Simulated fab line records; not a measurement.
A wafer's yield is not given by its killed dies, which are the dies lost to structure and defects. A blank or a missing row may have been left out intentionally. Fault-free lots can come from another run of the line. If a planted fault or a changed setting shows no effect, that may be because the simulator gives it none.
Which tool was responsible? / flow berkeley cmos170 / Sampling: 6 lots, 18 wafers, 3 of 331 route steps

## WHAT THE GAUGES READ, wafer by wafer
UCB170_SPACER_THK_MEAS_01.
lot=L931; measured=day 6 15:40; on=film metro-02; SPACER_TEOS_THK (nm)=378 380 378
lot=L933; measured=day 7 11:19; on=film metro-04; SPACER_TEOS_THK (nm)=378 377 381
lot=L935; measured=day 7 23:11; on=film metro-04; SPACER_TEOS_THK (nm)=368 371 383
lot=L938; measured=day 8 09:38; on=film metro-04; SPACER_TEOS_THK (nm)=378 384 385
lot=L943; measured=day 9 16:31; on=film metro-04; SPACER_TEOS_THK (nm)=375 375 383
lot=L945; measured=day 9 17:02; on=film metro-01; SPACER_TEOS_THK (nm)=372 374 376

## EACH LOT AND THE TOOL THAT RAN IT (in order: tool; ch and the chambers of the sampled wafers; start)
lot=L931; UCB170_ACTIVE_ETCH_15=rie diel-01 ch 1,2,3, day 4 12:52; UCB170_ACTIVE_STRIP_16=plasma asher-04 ch 0,1, day 4 13:01
lot=L933; UCB170_ACTIVE_ETCH_15=rie diel-01 ch 1,2,3, day 5 04:59; UCB170_ACTIVE_STRIP_16=plasma asher-01 ch 0,1, day 5 05:05
lot=L935; UCB170_ACTIVE_ETCH_15=rie diel-01 ch 0,1, day 5 12:53; UCB170_ACTIVE_STRIP_16=plasma asher-01 ch 0,1, day 5 12:59
lot=L938; UCB170_ACTIVE_ETCH_15=rie diel-03 ch 0,1,3, day 6 08:14; UCB170_ACTIVE_STRIP_16=plasma asher-03 ch 0,1, day 6 08:22
lot=L943; UCB170_ACTIVE_ETCH_15=rie diel-03 ch 1,3, day 7 08:08; UCB170_ACTIVE_STRIP_16=plasma asher-03 ch 0,1, day 7 08:14
lot=L945; UCB170_ACTIVE_ETCH_15=rie diel-01 ch 2,3, day 7 19:40; UCB170_ACTIVE_STRIP_16=plasma asher-01 ch 0,1, day 7 19:46
- UCB170_ACTIVE_ETCH_15: etches Si3N4 in CH3F/Ar/O2, stops on SiO2, target depth 242 nm, time 151 s.
- UCB170_ACTIVE_STRIP_16: strips in O2.

## THE ANSWER, worked out from the rows above alone
Rule: the lots themselves supply what counts as usual. Put in order of their means at a reading, lots are off if they are a third of the lots or fewer, leave a main group of 4 or more, and stand apart from it by a gap of 3 or more times the standard deviation of the main group's means; of several such gaps the widest counts. A main group is skipped when, at the precision printed for the reading in the tables above, its means are all equal. Also off: a lot with no number at a reading for which 4 or more lots have one. The other lots that the step has rows for count as sound.
Across all readings shown, no lot is off: no conclusion can be drawn from this.

## WHAT HAD BEEN PUT IN BY THE SIMULATOR
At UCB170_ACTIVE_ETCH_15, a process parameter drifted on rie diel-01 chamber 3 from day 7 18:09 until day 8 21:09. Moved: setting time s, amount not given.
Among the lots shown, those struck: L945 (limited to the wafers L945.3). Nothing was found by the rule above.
